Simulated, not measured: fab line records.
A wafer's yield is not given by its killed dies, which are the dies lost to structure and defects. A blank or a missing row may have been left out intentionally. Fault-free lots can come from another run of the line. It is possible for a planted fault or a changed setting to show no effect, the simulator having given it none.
A lot that was struck, set against a sound lot -- flow berkeley_cmos170 -- 3 out of 331 route steps
Sound: wafers L217.2, L217.4, L217.5. Wafers struck: L213.3, L213.4, L213.5. The cause is named last.
Each step with rows lists, per side, the tool, then ch with its chambers, then its first start. Under that, the readings that differ: sound wafers -- struck wafers -- difference of the means -- sigmas: that difference in standard deviations of wafers without a fault.
alike: same words and numbers on both sides, and readings whose means sit less than 2 such deviations apart. not compared: any withheld reading, any reading some wafer has no value for, any bound like >300 that may hide the same value, and any number with overlapping values for which the record gives no deviation.
Wherever a step has rows on one side only, a row that says differs or no value, or a row with sigmas, the two part there. Non-overlapping numbers with no deviation appear without sigmas and do not part them. A reading missing from all wafers of one side parts the sides only when that side holds two or more wafers.

UCB170_START_BOW_MEAS_00:
  sound on film_metro-03 at day 5 04:01; struck on film_metro-01 at day 4 08:02
  alike: INCOMING_BOW
then, 1 step without rows for these wafers: UCB170_START_CLEAN_01 (cleans in dHF, time 60 s).
UCB170_START_OXIDATION_02: target thk 20 nm, ox time 1800 s.
  struck on furnace-04, day 4 09:06; sound on furnace-01 ch 0, day 5 06:30
  no value came back on the struck wafers for ox_temp_c (C), ox_temp_c_max; on the sound wafers ox_temp_c (C) reads 949.7 949.4 949.5

== WHERE THEY PART ==
Only at UCB170_START_OXIDATION_02, as far as this record shows.

WHY: the cause the simulator had injected
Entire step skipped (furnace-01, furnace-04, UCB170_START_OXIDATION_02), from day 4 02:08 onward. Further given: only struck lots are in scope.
